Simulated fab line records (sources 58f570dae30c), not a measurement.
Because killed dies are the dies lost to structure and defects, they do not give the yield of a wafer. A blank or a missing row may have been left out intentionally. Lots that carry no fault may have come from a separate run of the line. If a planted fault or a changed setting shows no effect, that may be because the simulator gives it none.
The tool behind it: which one? -- flow berkeley-cmos170 -- 42 wafers from 14 lots sampled at 3 of the route's 331 steps

WHAT THE GAUGES READ, wafer by wafer
UCB170_PLDD_TW_MEAS_11. Usual: PLDD_TW 1012, standard deviation 12.
lot,measured,on,PLDD_TW,flag
L914,day 7 18:56,film-metro-01,1015 1023 1021,
L913,day 7 19:07,film-metro-01,1020 1023 1021,
L918,day 8 19:46,film-metro-03,1003 1004 1009,
L917,day 8 20:14,film-metro-03,1000 1006 1008,
L919,day 9 02:19,film-metro-01,1026 1026 1021,
L920,day 9 02:35,film-metro-03,995 1000 993,
L923,day 9 09:46,film-metro-01,1030 1028 1026,
L922,day 9 10:07,film-metro-01,948 947 951 953 953 952,OFF
L921,day 9 10:08,film-metro-03,1003 997 996,
L927,day 10 10:40,film-metro-03,936 929 929 936 930 936,OFF
L932,day 11 12:05,film-metro-01,1035 1036 1030,
L934,day 11 12:29,film-metro-03,1001 1005 1009,
L933,day 11 15:25,film-metro-03,1005 1010 1006,
L931,day 11 15:41,film-metro-03,1005 1009 1005,

UCB170_SDANNEAL_RS_MEAS_04: uses a four-point probe to measure. Usual: PLDD_RS 1030.5 ohm/sq, standard deviation 2.4.
lot,measured,on,PLDD_RS (ohm/sq),flag
L914,day 8 08:16,film-metro-01,1030.8 1033.1 1032.7,
L913,day 8 08:16,film-metro-04,1030.9 1026.2 1028.7,
L918,day 9 08:11,film-metro-03,1032.2 1033.3 1030.9,
L917,day 9 08:59,film-metro-01,1027.2 1023.0 1026.2,
L919,day 9 14:28,film-metro-03,1032.3 1030.1 1028.8,
L920,day 9 14:59,film-metro-03,1036.0 1033.5 1033.5,
L923,day 10 00:03,film-metro-03,1028.6 1029.9 1029.1,
L922,day 9 23:47,film-metro-01,1248.8 1246.7 1242.5 1246.8 1248.0 1242.0,OFF
L921,day 10 00:16,film-metro-01,1027.5 1028.0 1030.1,
L927,day 11 03:31,film-metro-03,1242.4 1239.4 1239.5 1239.9 1242.8 1241.0,OFF
L932,day 12 01:17,film-metro-01,1032.3 1033.9 1033.2,
L934,day 12 01:43,film-metro-04,1029.5 1029.4 1032.5,
L933,day 12 07:47,film-metro-01,1036.1 1035.8 1032.5,
L931,day 12 08:34,film-metro-01,1031.0 1026.9 1027.2,

TOOL THAT RAN EACH LOT (tool first, then ch and the chambers of the sampled wafers, then the start)
lot,UCB170_PLDD_IMPLANT_08
L914,"implanter-03 ch 0, day 7 18:32"
L913,"implanter-04 ch 0, day 7 18:43"
L918,"implanter-03 ch 0, day 8 19:22"
L917,"implanter-02 ch 0, day 8 19:44"
L919,"implanter-02 ch 0, day 9 01:56"
L920,"implanter-03 ch 0, day 9 02:13"
L923,"implanter-04 ch 0, day 9 09:23"
L922,"implanter-02 ch 0, day 9 09:44"
L921,"implanter-04 ch 0, day 9 09:46"
L927,"implanter-02 ch 0, day 10 10:16"
L932,"implanter-03 ch 0, day 11 11:43"
L934,"implanter-04 ch 0, day 11 12:05"
L933,"implanter-03 ch 0, day 11 15:01"
L931,"implanter-04 ch 0, day 11 15:19"
- UCB170_PLDD_IMPLANT_08

WHAT THE TOOLS THEMSELVES READ (means of the sampled wafers that have a number; where no wafer has one, the mark that the record gives instead)
UCB170_PLDD_IMPLANT_08. Usual: beam-on-s 10.4 s, standard deviation 0.36; dose-ions-cm2 5e+13, standard deviation 6e+10; faraday-current-uA 153, standard deviation 5.4.
lot,tool,beam-on-s (s),dose-ions-cm2,faraday-current-uA,flag
L914,implanter-03,10.7,5e+13,148,
L913,implanter-04,10.0,5e+13,159,
L918,implanter-03,10.6,5e+13,150,
L917,implanter-02,10.5,5e+13,150,
L919,implanter-02,10.6,5e+13,150,
L920,implanter-03,10.8,5e+13,146,
L923,implanter-04,9.9,5e+13,160,
L922,implanter-02,9.9,3e+13,93,OFF
L921,implanter-04,10.2,5e+13,156,
L927,implanter-02,9.9,3e+13,93,OFF
L932,implanter-03,10.5,5e+13,151,
L934,implanter-04,10.0,5e+13,159,
L933,implanter-03,10.6,5e+13,150,
L931,implanter-04,10.2,5e+13,155,

THE ANSWER, worked out from the rows above alone
Rule: take the mean of a lot's wafers that have a number; if it is more than 3 standard deviations from the usual mean, the lot is off. Also off: a lot with no number at a reading for which 4 or more lots have one. Any other lot the step has rows for is counted as sound. First the gauges in route order, then the tools' own readings, where a lot's mean is used as printed above. At the first step where some lot is off, the reading lying furthest off is the one used; lots without a number count as furthest.
Off: L922, L927, at UCB170_PLDD_TW_MEAS_11 (PLDD_TW).
A tool fits if, at a process step before that reading, it ran every lot that is off, and no sound lot after the first of them. The gauges at UCB170_PLDD_TW_MEAS_11 aren't tried: what is off there is off at UCB170_PLDD_IMPLANT_08 too, on other tools, and a gauge's error can't cause that. One fits: UCB170_PLDD_IMPLANT_08 on implanter-02. Its last sound lot is L919 (day 9 01:56), its first lot that is off L922 (day 9 09:44): a fault that began between those two fits.
The tool's own readings at UCB170_PLDD_IMPLANT_08 bear it out: on the lots that are off they differ by more than 5 times the standard deviation of the sound lots' means. dose-ions-cm2 reads 3e+13 there against 5e+13 on the sound lots; faraday-current-uA reads 93 there against 153 on the sound lots.

WHAT WAS PUT IN BY THE SIMULATOR
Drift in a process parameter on implanter-02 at UCB170_PLDD_IMPLANT_08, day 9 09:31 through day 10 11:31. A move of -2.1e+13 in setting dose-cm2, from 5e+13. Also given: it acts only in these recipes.
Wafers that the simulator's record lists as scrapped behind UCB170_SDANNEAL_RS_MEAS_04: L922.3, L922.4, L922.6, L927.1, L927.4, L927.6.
Struck lots among those shown: L922, L927. Same finding as the rule above.
